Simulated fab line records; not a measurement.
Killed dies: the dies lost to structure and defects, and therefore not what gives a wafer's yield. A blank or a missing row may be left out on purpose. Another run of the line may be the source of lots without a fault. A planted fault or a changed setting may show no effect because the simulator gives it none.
What tool caused it? / flow berkeley-cmos170 / route of 331 steps, sampled at 1 step: 15 lots, 45 wafers

WHAT EACH GAUGE READ, for each wafer
Not one reading of a measure or inspect step in the record can be checked against a usual standard deviation.

EACH LOT AND THE TOOL THAT RAN IT (in order: tool; ch and the chambers of the sampled wafers; start)
lot=L535; UCB170_NVT_PEB_04=litho-track-04 ch 0, day 5 13:56
lot=L536; UCB170_NVT_PEB_04=litho-track-03 ch 0, day 5 19:59
lot=L538; UCB170_NVT_PEB_04=litho-track-02 ch 0, day 6 12:53
lot=L540; UCB170_NVT_PEB_04=litho-track-03 ch 0, day 6 13:02
lot=L546; UCB170_NVT_PEB_04=litho-track-04, day 7 18:20
lot=L547; UCB170_NVT_PEB_04=litho-track-04, day 8 00:19
lot=L548; UCB170_NVT_PEB_04=litho-track-02, day 8 00:31
lot=L550; UCB170_NVT_PEB_04=litho-track-02 ch 0, day 8 21:53
lot=L551; UCB170_NVT_PEB_04=litho-track-04 ch 0, day 8 21:59
lot=L553; UCB170_NVT_PEB_04=litho-track-02 ch 0, day 9 01:04
lot=L554; UCB170_NVT_PEB_04=litho-track-02 ch 0, day 9 01:20
lot=L552; UCB170_NVT_PEB_04=litho-track-04 ch 0, day 9 01:23
lot=L555; UCB170_NVT_PEB_04=litho-track-02 ch 0, day 9 17:17
lot=L556; UCB170_NVT_PEB_04=litho-track-04 ch 0, day 10 02:20
lot=L558; UCB170_NVT_PEB_04=litho-track-02 ch 0, day 10 06:38
- UCB170_NVT_PEB_04

AS READ BY THE TOOLS THEMSELVES (means over the sampled wafers that have a number; for cases with no such wafer, the mark the record gives instead)
UCB170_NVT_PEB_04.
lot=L535; tool=litho-track-04; chill-plate-temp-C (C)=22.97; exhaust-pa (Pa)=44.3
lot=L536; tool=litho-track-03; chill-plate-temp-C (C)=22.94; exhaust-pa (Pa)=45.2
lot=L538; tool=litho-track-02; chill-plate-temp-C (C)=22.91; exhaust-pa (Pa)=46.3
lot=L540; tool=litho-track-03; chill-plate-temp-C (C)=23.20; exhaust-pa (Pa)=44.2
lot=L546; tool=litho-track-04; chill-plate-temp-C (C)=-; exhaust-pa (Pa)=-
lot=L547; tool=litho-track-04; chill-plate-temp-C (C)=-; exhaust-pa (Pa)=-
lot=L548; tool=litho-track-02; chill-plate-temp-C (C)=-; exhaust-pa (Pa)=-
lot=L550; tool=litho-track-02; chill-plate-temp-C (C)=22.96; exhaust-pa (Pa)=46.7
lot=L551; tool=litho-track-04; chill-plate-temp-C (C)=23.04; exhaust-pa (Pa)=44.7
lot=L553; tool=litho-track-02; chill-plate-temp-C (C)=23.04; exhaust-pa (Pa)=44.9
lot=L554; tool=litho-track-02; chill-plate-temp-C (C)=23.08; exhaust-pa (Pa)=44.8
lot=L552; tool=litho-track-04; chill-plate-temp-C (C)=22.94; exhaust-pa (Pa)=45.2
lot=L555; tool=litho-track-02; chill-plate-temp-C (C)=23.05; exhaust-pa (Pa)=45.1
lot=L556; tool=litho-track-04; chill-plate-temp-C (C)=23.00; exhaust-pa (Pa)=45.0
lot=L558; tool=litho-track-02; chill-plate-temp-C (C)=22.95; exhaust-pa (Pa)=45.0

THE ANSWER, worked out from the rows above alone
Rule: the usual values come from the lots themselves. The widest of any qualifying gaps counts: lots, ordered by their means at a reading, are off when they make up no more than a third of the lots, leave a main group of 4 or more, and stand apart from it by 3 or more times the standard deviation of that group's means. Not used: any main group whose means are identical at the precision the tables above print for the reading. Also off: a lot with no number at a reading for which 4 or more lots have one. The other lots that the step has rows for count as sound. Order of review: gauges by route order, followed by the tools' own readings, for which a lot's mean as printed above is used. At the first step where some lot is off, the reading lying furthest off is the one used; lots without a number count as furthest.
Off: L546, L547, L548 (UCB170_NVT_PEB_04, chill-plate-temp-C). Without a number there: L546, L547, L548. For the main group the mean is 23.01 C and the standard deviation 0.077.
If a tool, at that step or one of the process steps before it, ran each lot that is off and ran no sound lot following the first of them, it fits. None of those tried fits.

WHAT WAS PUT IN BY THE SIMULATOR
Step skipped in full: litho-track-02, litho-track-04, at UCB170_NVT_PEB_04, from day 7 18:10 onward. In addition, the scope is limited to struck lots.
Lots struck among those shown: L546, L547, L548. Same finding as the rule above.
